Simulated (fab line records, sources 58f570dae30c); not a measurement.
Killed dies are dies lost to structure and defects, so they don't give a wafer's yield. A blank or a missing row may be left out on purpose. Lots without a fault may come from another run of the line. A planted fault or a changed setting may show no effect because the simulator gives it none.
Which tool did it? | flow berkeley_cmos170 | 14 lots, 42 wafers sampled, at 5 steps of a route of 331

WHAT THE GAUGES READ, wafer by wafer
UCB170_V1_THK_MEAS_01. Usual: V1_TEOS_THK 2003 nm, standard deviation 26.
lot  | measured     | on            | V1_TEOS_THK (nm) | flag
L118 | day 7 06:26  | film_metro-03 | 1991 1999 2000   |
L123 | day 8 00:05  | film_metro-01 | 1935 1951 1980   |
L122 | day 8 00:07  | film_metro-03 | 1977 1995 2005   |
L121 | day 8 03:32  | film_metro-01 | 1961 1973 2007   |
L125 | day 9 01:13  | film_metro-04 | 1978 1973 2011   |
L126 | day 9 01:13  | film_metro-03 | 1920 1955 1942   |
L124 | day 9 01:14  | film_metro-01 | 2006 2036 2052   |
L127 | day 9 07:05  | film_metro-03 | 1998 2028 2034   |
L128 | day 9 07:05  | film_metro-01 | 2036 2025 2012   |
L129 | day 9 13:43  | film_metro-03 | 2007 2013 2006   |
L130 | day 9 13:44  | film_metro-01 | 1973 2017 1991   |
L132 | day 10 07:06 | film_metro-03 | 1979 1999 1999   |
L134 | day 10 19:52 | film_metro-03 | 1971 1999 2003   |
L138 | day 12 02:17 | film_metro-03 | 2002 1994 2016   |

UCB170_V1_CD_MEAS_90: target cd 700 nm. Usual: cd_nm 700.3 nm, standard deviation 1.4.
lot  | measured     | on        | cd_nm (nm)        | flag
L118 | day 7 09:28  | cd_sem-02 | 699.6 701.8 701.6 |
L123 | day 8 02:38  | cd_sem-01 | 698.6 698.3 699.1 |
L122 | day 8 02:59  | cd_sem-01 | 702.4 701.0 700.3 |
L121 | day 8 08:47  | cd_sem-02 | 698.5 696.4 698.3 |
L125 | day 9 03:58  | cd_sem-02 | 699.1 699.7 699.0 |
L126 | day 9 03:34  | cd_sem-01 | 698.8 700.9 699.6 |
L124 | day 9 03:35  | cd_sem-02 | 698.3 697.4 699.3 |
L127 | day 9 09:39  | cd_sem-01 | 701.6 701.4 700.5 |
L128 | day 9 09:19  | cd_sem-02 | 700.9 702.1 702.0 |
L129 | day 9 17:16  | cd_sem-02 | 700.6 700.9 702.1 |
L130 | day 9 17:34  | cd_sem-02 | 702.3 700.1 701.7 |
L132 | day 10 09:20 | cd_sem-02 | 701.1 700.2 698.9 |
L134 | day 10 22:14 | cd_sem-02 | 698.6 697.0 698.0 |
L138 | day 12 04:18 | cd_sem-02 | 700.8 700.2 699.7 |

UCB170_M2_CD_MEAS_90: target cd 700 nm. Usual: cd_nm 699.7 nm, standard deviation 2.3.
lot  | measured     | on        | cd_nm (nm)        | flag
L118 | day 7 12:23  | cd_sem-01 | 699.5 699.3 701.7 |
L123 | day 8 05:23  | cd_sem-01 | 701.8 701.0 697.1 |
L122 | day 8 05:36  | cd_sem-01 | 701.8 701.6 700.7 |
L121 | day 8 12:49  | cd_sem-01 | 699.4 701.5 699.0 |
L125 | day 9 07:56  | cd_sem-02 | 695.1 694.8 696.3 |
L126 | day 9 06:52  | cd_sem-02 | 704.2 704.0 700.6 |
L124 | day 9 06:36  | cd_sem-02 | 702.6 700.1 698.3 |
L127 | day 9 12:36  | cd_sem-02 | 702.0 702.0 701.6 |
L128 | day 9 12:20  | cd_sem-01 | 696.6 694.5 699.0 |
L129 | day 9 19:46  | cd_sem-01 | 718.8 718.8 718.7 | OFF
L130 | day 9 20:22  | cd_sem-01 | 700.3 701.8 703.6 |
L132 | day 10 12:47 | cd_sem-01 | 722.5 719.3 721.6 | OFF
L134 | day 11 00:49 | cd_sem-02 | 698.4 698.6 696.9 |
L138 | day 12 10:07 | cd_sem-01 | 700.5 699.9 701.6 |

WHICH TOOL RAN EACH LOT (tool, then ch and the chambers of the sampled wafers, then the start)
lot  | UCB170_M2_METAL_ETCH_18           | UCB170_M2_STRIP_19
L118 | rie_metal-02 ch 0, day 7 11:55    | plasma_asher-01 ch 0,1, day 7 12:17
L123 | rie_metal-02 ch 0, day 8 04:55    | plasma_asher-01 ch 0,1, day 8 05:17
L122 | rie_metal-04 ch 0,1, day 8 05:20  | plasma_asher-04 ch 0,1, day 8 05:30
L121 | rie_metal-02 ch 0,1, day 8 12:31  | plasma_asher-03 ch 0,1, day 8 12:43
L125 | rie_metal-02 ch 0,1, day 9 07:39  | plasma_asher-01 ch 0,1, day 9 07:50
L126 | rie_metal-04 ch 0,1, day 9 06:34  | plasma_asher-03 ch 0,1, day 9 06:46
L124 | rie_metal-01 ch 0,1, day 9 06:17  | plasma_asher-04 ch 0,1, day 9 06:29
L127 | rie_metal-04 ch 0,1, day 9 12:20  | plasma_asher-01 ch 0,1, day 9 12:29
L128 | rie_metal-02 ch 0,1, day 9 12:04  | plasma_asher-03 ch 0,1, day 9 12:13
L129 | rie_metal-04 ch 0,1, day 9 19:29  | plasma_asher-04 ch 0,1, day 9 19:40
L130 | rie_metal-01 ch 0,1, day 9 20:04  | plasma_asher-03 ch 0,1, day 9 20:15
L132 | rie_metal-04 ch 0,1, day 10 12:29 | plasma_asher-03 ch 0,1, day 10 12:41
L134 | rie_metal-01 ch 0,1, day 11 00:32 | plasma_asher-01 ch 0,1, day 11 00:43
L138 | rie_metal-01 ch 1, day 12 09:49   | plasma_asher-03 ch 1, day 12 10:00
- UCB170_M2_METAL_ETCH_18: etches Al in Cl2/BCl3, stops on SiO2, target depth 1170 nm, time 195 s.
- UCB170_M2_STRIP_19: strips in O2.

WHAT THE TOOLS THEMSELVES READ (means of the sampled wafers that have a number; where no wafer has one, the mark that the record gives instead)
UCB170_M2_METAL_ETCH_18. Usual: drypump_motor_current_A 5.7 A, standard deviation 0.52; oes_product_au 0.860 a.u., standard deviation 0.0097; rf_fwd_power_W 597.9 W, standard deviation 1.8; throttle_valve_pct 24.37 %, standard deviation 0.15.
lot  | tool         | drypump_motor_current_A (A) | oes_product_au (a.u.) | rf_fwd_power_W (W) | throttle_valve_pct (%) | flag
L118 | rie_metal-02 | 6.4                         | 0.850                 | 597.6              | 24.24                  |
L123 | rie_metal-02 | 6.4                         | 0.850                 | 599.0              | 24.25                  |
L122 | rie_metal-04 | 5.8                         | 0.854                 | 598.4              | 24.29                  |
L121 | rie_metal-02 | 6.1                         | 0.855                 | 597.4              | 24.30                  |
L125 | rie_metal-02 | 5.9                         | 0.868                 | 597.7              | 24.36                  |
L126 | rie_metal-04 | 5.8                         | 0.857                 | 595.8              | 24.29                  |
L124 | rie_metal-01 | 5.3                         | 0.872                 | 596.4              | 24.59                  |
L127 | rie_metal-04 | 5.4                         | 0.860                 | 598.5              | 24.29                  |
L128 | rie_metal-02 | 5.9                         | 0.850                 | 596.6              | 24.36                  |
L129 | rie_metal-04 | 5.4                         | 0.786                 | 356.4              | 24.34                  | OFF
L130 | rie_metal-01 | 5.3                         | 0.872                 | 598.6              | 24.59                  |
L132 | rie_metal-04 | 5.4                         | 0.786                 | 358.7              | 24.35                  | OFF
L134 | rie_metal-01 | 5.5                         | 0.871                 | 598.0              | 24.49                  |
L138 | rie_metal-01 | 5.1                         | 0.879                 | 599.5              | 24.69                  |

UCB170_M2_STRIP_19. Usual: drypump_motor_current_A 5.7 A, standard deviation 0.43; oes_product_au 0.542 a.u., standard deviation 0.0095.
lot  | tool            | drypump_motor_current_A (A) | oes_product_au (a.u.) | flag
L118 | plasma_asher-01 | 6.3                         | 0.549                 |
L123 | plasma_asher-01 | 6.2                         | 0.526                 |
L122 | plasma_asher-04 | 5.8                         | 0.545                 |
L121 | plasma_asher-03 | 5.3                         | 0.537                 |
L125 | plasma_asher-01 | 6.2                         | 0.537                 |
L126 | plasma_asher-03 | 5.2                         | 0.546                 |
L124 | plasma_asher-04 | 5.8                         | 0.545                 |
L127 | plasma_asher-01 | 6.2                         | 0.545                 |
L128 | plasma_asher-03 | 5.2                         | 0.544                 |
L129 | plasma_asher-04 | 6.0                         | 0.720                 | OFF
L130 | plasma_asher-03 | 5.2                         | 0.552                 |
L132 | plasma_asher-03 | 5.3                         | 0.718                 | OFF
L134 | plasma_asher-01 | 6.3                         | 0.550                 |
L138 | plasma_asher-03 | 5.3                         | 0.550                 |

THE ANSWER, worked out from the rows above alone
Rule: a lot is off if the mean of its wafers that have a number lies more than 3 standard deviations from the usual mean. A lot without any number at a reading at which 4 lots or more have one is off too. The other lots that the step has rows for count as sound. The gauges are gone through in route order, then the tools' own readings, and for those a lot's mean is taken as printed above. The first step at which some lot is off is used, and at that step the reading that is off furthest; a lot without a number counts as furthest.
Off: L129, L132, at UCB170_M2_CD_MEAS_90 (cd_nm).
A tool fits if, at a process step before that reading, it ran every lot that is off, and no sound lot after the first of them. The gauges at UCB170_M2_CD_MEAS_90 aren't tried: what is off there is off at UCB170_M2_METAL_ETCH_18 too, on other tools, and a gauge's error can't cause that. One fits: rie_metal-04 at UCB170_M2_METAL_ETCH_18. Its last sound lot is L127 (day 9 12:20), its first lot that is off L129 (day 9 19:29): a fault that began between those two fits.
The tool's own readings at UCB170_M2_METAL_ETCH_18 bear it out: on the lots that are off they differ by more than 5 times the standard deviation of the sound lots' means. oes_product_au reads 0.786 a.u. there against 0.861 a.u. on the sound lots; rf_fwd_power_W reads 357.5 W there against 597.8 W on the sound lots.

WHAT THE SIMULATOR HAD PUT IN
Process parameter drift: rie_metal-04, from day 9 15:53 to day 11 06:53, at UCB170_M2_METAL_ETCH_18. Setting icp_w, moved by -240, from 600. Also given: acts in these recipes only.
Lots struck among those shown: L129, L132. The rule above found the same.
